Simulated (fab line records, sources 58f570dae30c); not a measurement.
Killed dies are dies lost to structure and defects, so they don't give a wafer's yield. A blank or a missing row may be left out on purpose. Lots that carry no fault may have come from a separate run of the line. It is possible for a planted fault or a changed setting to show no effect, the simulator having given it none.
Split-lot trial / flow berkeley cmos170 / route with 331 steps; 5 lots, 23 wafers read

== THE SPLIT ITSELF ==
At UCB170_ACTIVE_ETCH_15 (etches Si3N4 in CH3F/Ar/O2, stops on SiO2, target depth 242 nm, time 151 s), the setting time s was moved away from the recipe's 151 s on 8 of the 23 wafers read, by +10.3% to +12.1%. For the rest of the wafers, this setting stayed at what the recipe calls for.

== FROM THE SPLIT TO THE READING: what the file shows between them, 4 steps ==
- UCB170_ACTIVE_STRIP_16: strips in O2
- UCB170_PFIELD_IMPLANT_07 (also split here: dose cm2)
- UCB170_PFIELD_STRIP_08: strips in O2
- UCB170_PFIELD_TW_MEAS_09

== THE READING ==
SiO2_of_ACTIVE_OXIDATION_02.thk nm (the simulator's own value, which no gauge read), in nm, at UCB170_FIELD_CLEAN_00 (cleans in dHF, time 7.5 s). The file gives no usual value for it. Average 21.00 nm, standard deviation 0.45 nm, over the 15 wafers here run with the recipe.

wafer=L074.1; tool, chamber at the split=rie diel-04, 1,2,0; time s as run, s=151; against the recipe=recipe; SiO2_of_ACTIVE_OXIDATION_02.thk nm, nm=21.19; against lot-mates on the recipe=-
wafer=L074.2; tool, chamber at the split=rie diel-04, 1,2,0; time s as run, s=151; against the recipe=recipe; SiO2_of_ACTIVE_OXIDATION_02.thk nm, nm=20.74; against lot-mates on the recipe=-
wafer=L074.3; tool, chamber at the split=rie diel-04, 1,2,0; time s as run, s=151; against the recipe=recipe; SiO2_of_ACTIVE_OXIDATION_02.thk nm, nm=20.9; against lot-mates on the recipe=-
wafer=L076.1; tool, chamber at the split=rie diel-04, 1,0; time s as run, s=151; against the recipe=recipe; SiO2_of_ACTIVE_OXIDATION_02.thk nm, nm=21.91; against lot-mates on the recipe=-
wafer=L076.2; tool, chamber at the split=rie diel-04, 3,2,0; time s as run, s=166.6; against the recipe=+10.3%; SiO2_of_ACTIVE_OXIDATION_02.thk nm, nm=17.11; against lot-mates on the recipe=-4.59
wafer=L076.3; tool, chamber at the split=rie diel-04, 3,2,0; time s as run, s=166.6; against the recipe=+10.3%; SiO2_of_ACTIVE_OXIDATION_02.thk nm, nm=17.73; against lot-mates on the recipe=-3.97
wafer=L076.4; tool, chamber at the split=rie diel-04, 3,2,0; time s as run, s=166.6; against the recipe=+10.3%; SiO2_of_ACTIVE_OXIDATION_02.thk nm, nm=17.38; against lot-mates on the recipe=-4.32
wafer=L076.6; tool, chamber at the split=rie diel-04, 1,0; time s as run, s=151; against the recipe=recipe; SiO2_of_ACTIVE_OXIDATION_02.thk nm, nm=21.5; against lot-mates on the recipe=-
wafer=L077.1; tool, chamber at the split=rie diel-03, 2,0,1,1,2; time s as run, s=151; against the recipe=recipe; SiO2_of_ACTIVE_OXIDATION_02.thk nm, nm=20.2; against lot-mates on the recipe=-
wafer=L077.3; tool, chamber at the split=rie diel-03, 2,0,1,1,2; time s as run, s=151; against the recipe=recipe; SiO2_of_ACTIVE_OXIDATION_02.thk nm, nm=20.8; against lot-mates on the recipe=-
wafer=L077.4; tool, chamber at the split=rie diel-03, 2,0,1,1,2; time s as run, s=151; against the recipe=recipe; SiO2_of_ACTIVE_OXIDATION_02.thk nm, nm=20.65; against lot-mates on the recipe=-
wafer=L077.5; tool, chamber at the split=rie diel-03, 2,0,1,1,2; time s as run, s=151; against the recipe=recipe; SiO2_of_ACTIVE_OXIDATION_02.thk nm, nm=20.37; against lot-mates on the recipe=-
wafer=L077.6; tool, chamber at the split=rie diel-03, 2,0,1,1,2; time s as run, s=151; against the recipe=recipe; SiO2_of_ACTIVE_OXIDATION_02.thk nm, nm=20.47; against lot-mates on the recipe=-
wafer=L081.2; tool, chamber at the split=rie diel-01, 3,0,2; time s as run, s=168.2; against the recipe=+11.4%; SiO2_of_ACTIVE_OXIDATION_02.thk nm, nm=16.11; against lot-mates on the recipe=-5.19
wafer=L081.3; tool, chamber at the split=rie diel-01, 1; time s as run, s=151; against the recipe=recipe; SiO2_of_ACTIVE_OXIDATION_02.thk nm, nm=21.29; against lot-mates on the recipe=-
wafer=L081.4; tool, chamber at the split=rie diel-01, 3,0,2; time s as run, s=168.2; against the recipe=+11.4%; SiO2_of_ACTIVE_OXIDATION_02.thk nm, nm=16.34; against lot-mates on the recipe=-4.96
wafer=L081.5; tool, chamber at the split=rie diel-01, 3,0,2; time s as run, s=168.2; against the recipe=+11.4%; SiO2_of_ACTIVE_OXIDATION_02.thk nm, nm=16.41; against lot-mates on the recipe=-4.89
wafer=L081.6; tool, chamber at the split=rie diel-01, 1; time s as run, s=151; against the recipe=recipe; SiO2_of_ACTIVE_OXIDATION_02.thk nm, nm=21.3; against lot-mates on the recipe=-
wafer=L082.2; tool, chamber at the split=rie diel-03, 3,1; time s as run, s=169.3; against the recipe=+12.1%; SiO2_of_ACTIVE_OXIDATION_02.thk nm, nm=16.14; against lot-mates on the recipe=-5.09
wafer=L082.3; tool, chamber at the split=rie diel-03, 2,1,0; time s as run, s=151; against the recipe=recipe; SiO2_of_ACTIVE_OXIDATION_02.thk nm, nm=21.35; against lot-mates on the recipe=-
wafer=L082.4; tool, chamber at the split=rie diel-03, 3,1; time s as run, s=169.3; against the recipe=+12.1%; SiO2_of_ACTIVE_OXIDATION_02.thk nm, nm=16.77; against lot-mates on the recipe=-4.46
wafer=L082.5; tool, chamber at the split=rie diel-03, 2,1,0; time s as run, s=151; against the recipe=recipe; SiO2_of_ACTIVE_OXIDATION_02.thk nm, nm=21.33; against lot-mates on the recipe=-
wafer=L082.6; tool, chamber at the split=rie diel-03, 2,1,0; time s as run, s=151; against the recipe=recipe; SiO2_of_ACTIVE_OXIDATION_02.thk nm, nm=21; against lot-mates on the recipe=-
Where a row lists several chambers, the file gives one row for several wafers and doesn't say which wafer went through which chamber.

THE FIT
A straight line over all 23 wafers: SiO2_of_ACTIVE_OXIDATION_02.thk nm changes by -0.382 nm for each +1% of time s; r = -0.98; the points scatter about the line by 0.45 nm.
The same after taking each lot's own level away (the mean of its wafers on the recipe; 23 wafers): -0.419 nm for each +1%; r = -0.99; scatter 0.25 nm.
Per that fit: largest time s move, reading shift of 5.1 nm.
The span of the lots' own levels, 20.498 to 21.705 nm, comes to 2.7 times the standard deviation stated above.
Hence the lot-to-lot level has little effect on the slope; both slopes agree.
Check: for one of the wafers moved furthest among these (+12.1%), held out of the fit, the line's prediction against its lot-mates is -5.07 nm. Against them it came out at -5.09 nm.

== OTHER SPLITS ON THESE WAFERS ==
Before the reading, these wafers also passed through other splits. Each is held against what the fit with the lots' levels taken away leaves over:
other split on the same wafers=UCB170_START_OXIDATION_02 ox time s; wafers away from the commonest value=15; r with SiO2_of_ACTIVE_OXIDATION_02.thk nm (lot level and that fit taken away)=+0.19
other split on the same wafers=UCB170_NWELL_OXIDATION_01 temp c; wafers away from the commonest value=18; r with SiO2_of_ACTIVE_OXIDATION_02.thk nm (lot level and that fit taken away)=+0.04
other split on the same wafers=UCB170_PWELL_CVD_05 pressure mtorr; wafers away from the commonest value=10; r with SiO2_of_ACTIVE_OXIDATION_02.thk nm (lot level and that fit taken away)=+0.22
other split on the same wafers=UCB170_PWELL_IMPLANT_15 energy kev; wafers away from the commonest value=7; r with SiO2_of_ACTIVE_OXIDATION_02.thk nm (lot level and that fit taken away)=-0.08
other split on the same wafers=UCB170_WELLDRIVE_OXIDATION_01 temp c; wafers away from the commonest value=10; r with SiO2_of_ACTIVE_OXIDATION_02.thk nm (lot level and that fit taken away)=-0.13
other split on the same wafers=UCB170_ACTIVE_CVD_05 nh3 flow sccm; wafers away from the commonest value=15; r with SiO2_of_ACTIVE_OXIDATION_02.thk nm (lot level and that fit taken away)=-0.17
other split on the same wafers=UCB170_PFIELD_IMPLANT_07 dose cm2; wafers away from the commonest value=5; r with SiO2_of_ACTIVE_OXIDATION_02.thk nm (lot level and that fit taken away)=-0.20

== THE WHOLE CHAIN: every reading that the file lists as answering this split, in the file's order ==
step=UCB170_ACTIVE_STRIP_16; what it does=strips in O2; reading=strip time to endpoint s; change (the file's fit)=withheld for each +1% of the setting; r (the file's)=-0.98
step=UCB170_FIELD_CLEAN_00; what it does=cleans in dHF, time 7.5 s; reading=SiO2_of_ACTIVE_OXIDATION_02.thk nm (the simulator's own value, which no gauge read); change (the file's fit)=-0.416 nm for each +1% of the setting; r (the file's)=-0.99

== FILE'S OWN FIT ==
SiO2_of_ACTIVE_OXIDATION_02.thk nm changes by -0.416 nm for each +1% of time s, r = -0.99.
